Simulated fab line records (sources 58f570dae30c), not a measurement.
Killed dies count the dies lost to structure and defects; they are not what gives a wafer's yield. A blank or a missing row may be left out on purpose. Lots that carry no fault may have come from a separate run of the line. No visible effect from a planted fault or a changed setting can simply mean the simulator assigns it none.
Commonality check across tools    flow berkeley_cmos170    Sample size 14 lots and 42 wafers

## WHY IT WAS OPENED
At UCB170_M2_OVL_MEAS_16 the reading M2_OVL is flagged on 2 of 14 lots. Wafers without a fault read 1 nm, standard deviation 6.5.
Rule: a lot is flagged when every wafer of it that has a number lies more than 4 standard deviations from that mean, or none has a number. All remaining lots are regarded as sound.

lot   measured      on          M2_OVL (nm), wafer by wafer  flag
L465  day 8 13:31   overlay-02  -9 -8 -8                     
L463  day 8 15:46   overlay-01  11 7 3                       
L464  day 8 16:10   overlay-02  -5 -3 -6                     
L466  day 9 04:26   overlay-01  -2 10 0                      
L468  day 9 06:44   overlay-02  -3 -4 -1                     
L467  day 9 08:04   overlay-01  0 0 -1                       
L469  day 9 14:04   overlay-02  -1 -9 -6                     
L470  day 10 04:07  overlay-01  225 241 245                  FLAGGED
L471  day 10 05:54  overlay-01  237 233 235                  FLAGGED
L476  day 11 01:34  overlay-02  -2 -6 4                      
L475  day 11 03:14  overlay-02  1 3 -5                       
L482  day 12 14:56  overlay-02  -4 -14 -2                    
L484  day 13 09:03  overlay-01  2 6 0                        
L485  day 13 09:19  overlay-02  -2 1 1                       
The mean of the flagged lots' numbers is 236 nm, +235 nm from the usual (+36 standard deviations).

## TOOL THAT RAN EACH LOT
The record keeps 1 process step preceding the reading, out of 331 steps on the route. Read each cell as the tool, then ch plus the chambers that the sampled wafers visited, then the start.
lot   flag     UCB170_M2_EXPOSE_12
L465           krf_scanner-01 ch 0, day 8 12:46
L463           krf_scanner-02 ch 0, day 8 15:02
L464           krf_scanner-01 ch 0, day 8 15:31
L466           krf_scanner-02 ch 0, day 9 03:55
L468           krf_scanner-01 ch 0, day 9 06:13
L467           krf_scanner-02 ch 0, day 9 07:34
L469           krf_scanner-01 ch 0, day 9 13:34
L470  FLAGGED  krf_scanner-02 ch 0, day 10 03:37
L471  FLAGGED  krf_scanner-02 ch 0, day 10 05:23
L476           krf_scanner-01 ch 0, day 11 01:01
L475           krf_scanner-01 ch 0, day 11 02:45
L482           krf_scanner-01 ch 0, day 12 14:10
L484           krf_scanner-01 ch 0, day 13 08:24
L485           krf_scanner-01 ch 0, day 13 08:29
These steps, and what they do:
- UCB170_M2_EXPOSE_12: exposes mask METAL2, target cd 700 nm.
- UCB170_M2_OVL_MEAS_16

## FLAGGED OVER TOTAL, TOOL BY TOOL (the gauges that took the reading come last)
step                   tool            lots run  flagged  share of the flagged lots  sound lots run after its first flagged lot
UCB170_M2_EXPOSE_12    krf_scanner-01  9         0        none                       -
UCB170_M2_EXPOSE_12    krf_scanner-02  5         2        all                        0
UCB170_M2_OVL_MEAS_16  overlay-01      6         2        all                        1 (L484)
UCB170_M2_OVL_MEAS_16  overlay-02      8         0        none                       -

## WHAT THE TABLE PERMITS
Rows of the table that ran all the flagged lots, 2 in number: krf_scanner-02 at UCB170_M2_EXPOSE_12; overlay-01 at UCB170_M2_OVL_MEAS_16.
- krf_scanner-02 at UCB170_M2_EXPOSE_12: 2 of its 5 lots flagged. It ran its last sound lot, L467, at day 9 07:34 and its first flagged lot, L470, at day 10 03:37: a fault with its onset between the two fits.
- overlay-01 at UCB170_M2_OVL_MEAS_16: 2 of its 6 lots flagged. Sound lots followed the first flagged one (L484) on it, something a lasting fault affecting the whole tool could not allow.
What remains is a single tool, krf_scanner-02 at UCB170_M2_EXPOSE_12.

## WHAT THE SIMULATOR PUT IN
Scanner matching overlay: krf_scanner-02, from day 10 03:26 on, at UCB170_M2_EXPOSE_12. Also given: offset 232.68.
Struck lots among those shown: L470, L471. The same result came from the rule above.
